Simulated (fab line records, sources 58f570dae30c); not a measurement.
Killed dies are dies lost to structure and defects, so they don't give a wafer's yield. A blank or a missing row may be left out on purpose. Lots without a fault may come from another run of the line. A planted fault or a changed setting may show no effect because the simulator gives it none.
A struck lot beside a sound one | flow berkeley_cmos170 | 27 steps out of a route of 331
Sound: wafers L562.1, L562.2, L562.6. Struck: wafers L557.1, L557.2, L557.4. The cause comes at the end.
At each step with rows: each side's tool, then ch and its chambers, then its first start. Under that, the readings that differ: sound wafers | struck wafers | difference of the means | sigmas: that difference in standard deviations of wafers without a fault.
alike: readings whose means differ by less than 2 such deviations, and words and numbers that are the same on both sides. not compared: withheld readings, readings that some wafer has no value for, bounds like >300 that may hide the same value, and numbers for which the record gives no deviation and whose values overlap.
The two part at a step that has a row with sigmas, a row that says differs or no value, or rows on one side only. Numbers that don't overlap but have no deviation are shown without sigmas and don't part them. A reading that every wafer of one side lacks parts them only if that side has two wafers or more.

UCB170_SPACER_THK_MEAS_01:
  sound on film_metro-01, day 9 12:27; struck on film_metro-03, day 8 08:44
  alike: SPACER_TEOS_THK
then, 1 step without rows for these wafers: UCB170_SPACER_ANNEAL_02 (time 1800 s).
UCB170_SPACER_ETCHBACK_03: etches SiO2 in CHF3/CF4/Ar, stops on Si, target depth 376 nm, time 100 s.
  sound on rie_diel-03 ch 0,1,3, day 9 16:36; struck on rie_diel-03 ch 0,1,3, day 8 12:25
  alike: drypump_motor_current_A, oes_product_au, throttle_valve_pct
  not compared: rf_hours_counter_h
then, 6 steps without rows for these wafers: UCB170_PSD_HMDS_00 (prime time 60 s); UCB170_PSD_COAT_01 (resist thk 900 nm); UCB170_PSD_SOFTBAKE_02 (time 60 s); UCB170_PSD_EXPOSE_03 (exposes mask PSELECT MOD, target cd 1200 nm); UCB170_PSD_PEB_04; UCB170_PSD_DEVELOP_05 (develop time 45 s).
UCB170_PSD_CD_MEAS_06: target cd 1200 nm.
  sound on cd_sem-01, day 9 18:08; struck on cd_sem-02, day 8 13:47
  alike: cd_nm
UCB170_PSD_OVL_MEAS_07:
  sound on overlay-02, day 9 18:15; struck on overlay-01, day 8 13:54
  alike: PSD_OVL
then, 1 step without rows for these wafers: UCB170_PSD_IMPLANT_08.
UCB170_PSD_STRIP_09: strips in O2.
  sound on plasma_asher-03 ch 0,1, day 9 18:26; struck on plasma_asher-04 ch 0,1, day 8 14:05
  no value came back on the struck wafers for chamber_pressure_mTorr (mTorr), drypump_motor_current_A (A), oes_product_au (a.u.), strip_time_to_endpoint_s (s); on the sound wafers chamber_pressure_mTorr (mTorr) reads 3494 3501 3499
  reading                              | sound | struck            | difference | sigmas
  model.KrF_of_PSD_COAT_01.thk_nm (nm) | 0 0 0 | 888.4 888.4 883.7 | +886.8     |
  not compared: rf_hours_counter_h
UCB170_PSD_TW_MEAS_10:
  sound on film_metro-04, day 9 18:32; struck on film_metro-03, day 8 14:11
  alike: PSD_TW
then, 7 steps without rows for these wafers: UCB170_PSD_CLEAN_11 (cleans in SPM, time 600 s); UCB170_NSD_HMDS_00 (prime time 60 s); UCB170_NSD_COAT_01 (resist thk 900 nm); UCB170_NSD_SOFTBAKE_02 (time 60 s); UCB170_NSD_EXPOSE_03 (exposes mask NSELECT MOD, target cd 1200 nm); UCB170_NSD_PEB_04; UCB170_NSD_DEVELOP_05 (develop time 45 s).
UCB170_NSD_CD_MEAS_06: target cd 1200 nm.
  sound on cd_sem-01, day 9 20:13; struck on cd_sem-02, day 8 15:43
  alike: cd_nm
UCB170_NSD_OVL_MEAS_07:
  sound on overlay-02, day 9 20:20; struck on overlay-01, day 8 15:50
  alike: NSD_OVL
then, 1 step without rows for these wafers: UCB170_NSD_IMPLANT_08.
UCB170_NSD_STRIP_09: strips in O2.
  sound on plasma_asher-01 ch 0,1, day 9 20:31; struck on plasma_asher-03 ch 0,1, day 8 16:01
  reading                      | sound             | struck            | difference | sigmas
  oes_product_au (a.u.)        | 0.530 0.534 0.537 | 0.623 0.633 0.623 | +0.093     | +19
  strip_time_to_endpoint_s (s) | 35.67 35.75 35.73 | 61.93 61.95 61.90 | +26.21     | +99 or more
  alike: chamber_pressure_mTorr, drypump_motor_current_A
  not compared: rf_hours_counter_h
UCB170_NSD_TW_MEAS_10:
  sound on film_metro-04, day 9 20:37; struck on film_metro-02, day 8 16:07
  reading | sound          | struck   | difference | sigmas
  NSD_TW  | 4162 4182 4180 | 30 30 30 | -4145      | -99 or more
then, 1 step without rows for these wafers: UCB170_NSD_CLEAN_11 (cleans in SPM, time 600 s).

WHERE THEY PART
First at UCB170_PSD_STRIP_09; last, within this record, at UCB170_NSD_TW_MEAS_10.

WHY: what the simulator had put in
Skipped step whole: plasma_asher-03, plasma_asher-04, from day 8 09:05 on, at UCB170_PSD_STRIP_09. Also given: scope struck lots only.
